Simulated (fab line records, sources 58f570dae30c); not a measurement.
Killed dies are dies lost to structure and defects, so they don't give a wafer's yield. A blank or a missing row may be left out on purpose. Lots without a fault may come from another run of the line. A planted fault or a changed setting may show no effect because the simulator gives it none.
One fault seen from 2 desks | flow berkeley_cmos170 | each desk has only its own numbers; what lay behind them comes last

THE METROLOGY DESK
What the gauges read, lot by lot, whatever tool the lot ran on: means of the sampled wafers that have a number. A lot is out of limits, marked OUT, if its mean lies more than 4 standard deviations from the usual mean; the brackets give that distance.
Columns: A = PVT_OVL at UCB170_PVT_OVL_MEAS_06, usual 0 nm; B = FIELD_OXIDE_LEFT_2_THK at UCB170_FIELD_THK_MEAS_91, usual 351 nm; C = GATE_OVL at UCB170_GATE_OVL_MEAS_13, usual 1 nm
lot  | first seen here | A   | B   | C
L665 | day 6 06:41     | 1   | 353 | 5
L669 | day 6 20:59     | 7   | 365 | -5
L672 | day 7 11:26     | 5   | 350 | 4
L673 | day 7 21:19     | 1   | 357 | 1
L675 | day 9 01:41     | -11 | 352 | 1
L679 | day 9 14:30     | 3   | 351 | 6
L680 | day 9 14:44     | -7  | 345 | 1
L684 | day 10 07:23    | 1   | 339 | 8
L681 | day 10 07:39    | 4   | 361 | 6
L682 | day 10 17:47    | -2  | 341 | -5
L686 | day 10 18:04    | -2  | 329 | -4
L685 | day 10 21:58    | -4  | 347 | -4
L683 | day 10 22:13    | -2  | 342 | -4
L687 | day 11 14:41    | -1  | 337 | 3
This desk's finding: nothing out of limits on any of the 14 lots.

THE TOOL OWNER'S DESK: litho_track-02
The tool's own readings at UCB170_PLDD_PEB_04: means of the sampled wafers that have a number, for each lot that ran on this tool. A lot is out of limits, marked OUT, if its mean lies more than 4 standard deviations from the usual mean; the brackets give that distance.
Columns: A = chill_plate_temp_C at UCB170_PLDD_PEB_04, usual 23.02 C; B = exhaust_pa at UCB170_PLDD_PEB_04, usual 44.8 Pa
lot  | first seen here | A     | B
L665 | day 7 00:04     | 23.03 | 44.4
L680 | day 10 05:23    | 23.20 | 44.0
L684 | day 10 23:55    | 22.96 | 44.0
L685 | day 11 10:59    | 22.96 | 44.5
L683 | day 11 11:16    | 23.09 | 45.6
This desk's finding: nothing out of limits on any of the 5 lots.

PUT TOGETHER
The metrology desk saw nothing out of limits.
The tool owner's desk saw nothing out of limits.

WHAT THE SIMULATOR HAD PUT IN
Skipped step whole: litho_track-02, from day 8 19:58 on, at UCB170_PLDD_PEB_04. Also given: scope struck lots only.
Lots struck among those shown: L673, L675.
